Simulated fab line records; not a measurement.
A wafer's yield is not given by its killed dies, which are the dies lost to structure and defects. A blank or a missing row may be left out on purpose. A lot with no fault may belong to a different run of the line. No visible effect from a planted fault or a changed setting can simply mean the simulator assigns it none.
Which tool is to blame? | flow berkeleyCmos170 | 7 lots (21 wafers sampled), 1 step of a 331-step route

WHAT THE GAUGES SHOWED, per wafer
UCB170_M1_RS_MEAS_01: the measuring method here is four-point-probe.
lot  | measured     | on           | M1_AL_RS (ohm/sq)
L240 | day 6 23:23  | filmMetro-03 | 0.0472 0.0472 0.0473
L237 | day 6 23:57  | filmMetro-03 | 0.0479 0.0480 0.0476
L241 | day 7 18:17  | filmMetro-02 | 0.0465 0.0463 0.0463
L244 | day 8 02:59  | filmMetro-04 | 0.0483 0.0481 0.0480
L249 | day 8 23:46  | filmMetro-04 | 0.0470 0.0471 0.0469
L251 | day 9 22:59  | filmMetro-03 | 0.0473 0.0476 0.0476
L259 | day 11 09:44 | filmMetro-02 | 0.0482 0.0485 0.0480

TOOL THAT RAN EACH LOT (tool first, then ch and the chambers of the sampled wafers, then the start)
Before these readings, the record contains no process step.

THE ANSWER, worked out from the rows above alone
Rule: the usual values come from the lots themselves. Put in order of their means at a reading, lots are off if they are a third of the lots or fewer, leave a main group of 4 or more, and stand apart from it by a gap of 3 or more times the standard deviation of the main group's means; of several such gaps the widest counts. The tables above print the reading to a certain number of digits; a main group whose means all agree to those digits is not used. A lot without any number at a reading at which 4 lots or more have one is off too. Any other lot the step has rows for is counted as sound.
Across all readings shown, no lot is off: no conclusion can be drawn from this.

WHAT THE SIMULATOR HAD INSERTED
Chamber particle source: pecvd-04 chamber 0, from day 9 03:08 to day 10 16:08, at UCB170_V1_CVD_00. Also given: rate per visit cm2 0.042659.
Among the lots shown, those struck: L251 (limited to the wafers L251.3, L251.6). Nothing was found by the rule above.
